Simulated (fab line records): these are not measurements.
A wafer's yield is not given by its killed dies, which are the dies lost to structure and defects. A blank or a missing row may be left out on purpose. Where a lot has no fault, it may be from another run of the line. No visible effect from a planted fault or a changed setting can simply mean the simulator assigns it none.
Which tool did it? | flow rit-cmos | Sampling: 7 lots, 21 wafers, 2 of 202 route steps

## WHAT THE GAUGES READ, wafer by wafer
RIT_PLDD_OVL_MEAS_06.
lot  | measured    | on         | PLDD_OVL (nm)
L680 | day 3 03:56 | overlay-02 | -0.2 -0.7 1.2
L682 | day 3 10:40 | overlay-02 | 3.3 3.0 0.4
L684 | day 4 00:37 | overlay-01 | 4.8 3.9 3.7
L687 | day 4 15:57 | overlay-02 | 0.4 1.5 0.5
L692 | day 5 17:02 | overlay-02 | -0.4 0.9 0.3
L694 | day 6 01:11 | overlay-02 | 1.4 2.8 2.9
L700 | day 7 07:28 | overlay-01 | 0.7 -0.6 1.1

## EACH LOT AND THE TOOL THAT RAN IT (in order: tool; ch and the chambers of the sampled wafers; start)
lot  | RIT_NLDD_STRIP_09
L680 | plasma-asher-03 ch 0,1, day 3 02:47
L682 | plasma-asher-03 ch 0,1, day 3 09:28
L684 | plasma-asher-04 ch 0,1, day 3 23:32
L687 | plasma-asher-03 ch 0,1, day 4 14:43
L692 | plasma-asher-02 ch 0,1, day 5 15:31
L694 | plasma-asher-04 ch 0,1, day 5 23:56
L700 | plasma-asher-04 ch 0,1, day 7 06:17
- RIT_NLDD_STRIP_09: strips in O2, time 180 s.

## THE ANSWER, worked out from the rows above alone
Rule: the lots themselves supply what counts as usual. The widest of any qualifying gaps counts: lots, ordered by their means at a reading, are off when they make up no more than a third of the lots, leave a main group of 4 or more, and stand apart from it by 3 or more times the standard deviation of that group's means. If all means in a main group match to the digits the tables above print for the reading, that group is not used. Also off: a lot with no number at a reading for which 4 or more lots have one. All remaining lots with rows at the step are treated as sound.
Nothing can be told from this: no lot is off at any reading shown.

## WHAT THE SIMULATOR PUT IN
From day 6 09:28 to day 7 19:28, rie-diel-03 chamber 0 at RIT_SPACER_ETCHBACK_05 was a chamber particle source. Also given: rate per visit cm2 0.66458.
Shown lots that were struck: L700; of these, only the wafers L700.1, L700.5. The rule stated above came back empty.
